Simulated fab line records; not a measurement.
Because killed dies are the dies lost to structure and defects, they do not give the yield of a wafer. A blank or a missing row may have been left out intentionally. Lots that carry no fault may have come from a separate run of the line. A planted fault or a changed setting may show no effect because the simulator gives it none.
Which tool was responsible? ; flow berkeley_cmos170 ; 18 wafers from 6 lots sampled at 3 of the route's 331 steps

== WHAT THE GAUGES READ, wafer by wafer ==
UCB170_PSD_CD_MEAS_06 targets a cd of 1200 nm.
lot;measured;on;cd_nm (nm)
L102;day 7 22:45;cd_sem-01;1198.8 1197.7 1198.7
L105;day 8 08:34;cd_sem-02;1199.9 1200.4 1199.4
L115;day 10 22:49;cd_sem-02;1198.8 1199.1 1199.8
L119;day 11 11:01;cd_sem-01;1200.2 1198.4 1199.1
L118;day 11 10:32;cd_sem-01;1197.9 1198.6 1198.8
L123;day 12 23:37;cd_sem-02;1201.6 1200.9 1202.2

== TOOL THAT RAN EACH LOT (tool first, then ch and the chambers of the sampled wafers, then the start) ==
lot;UCB170_GATE_ETCH_15;UCB170_PSD_EXPOSE_03
L102;rie_si-01 ch 1,2,3, day 7 11:04;krf_scanner-02 ch 0, day 7 22:01
L105;rie_si-01 ch 1,2,3, day 7 20:12;krf_scanner-01 ch 0, day 8 07:50
L115;rie_si-02 ch 0,1, day 10 09:02;krf_scanner-02 ch 0, day 10 21:47
L119;rie_si-02 ch 0,1,2, day 10 21:22;krf_scanner-01 ch 0, day 11 10:27
L118;rie_si-02 ch 1,3, day 10 21:39;krf_scanner-01 ch 0, day 11 09:53
L123;rie_si-02 ch 0,1, day 12 10:49;krf_scanner-02 ch 0, day 12 23:13
- UCB170_GATE_ETCH_15: etches poly-Si in HBr/Cl2, stops on SiO2, time 56.3 s, target depth 278.2 nm.
- UCB170_PSD_EXPOSE_03: exposes mask PSELECT MOD, target cd 1200 nm.

== THE ANSWER, worked out from the rows above alone ==
Rule: usual is defined by the lots themselves. The widest of any qualifying gaps counts: lots, ordered by their means at a reading, are off when they make up no more than a third of the lots, leave a main group of 4 or more, and stand apart from it by 3 or more times the standard deviation of that group's means. The tables above print the reading to a certain number of digits; a main group whose means all agree to those digits is not used. Also off: a lot with no number at a reading for which 4 or more lots have one. Where the step has rows for the other lots, those lots are counted as sound.
No lot is off at any reading shown: from this, nothing can be told.

== WHAT THE SIMULATOR HAD PUT IN ==
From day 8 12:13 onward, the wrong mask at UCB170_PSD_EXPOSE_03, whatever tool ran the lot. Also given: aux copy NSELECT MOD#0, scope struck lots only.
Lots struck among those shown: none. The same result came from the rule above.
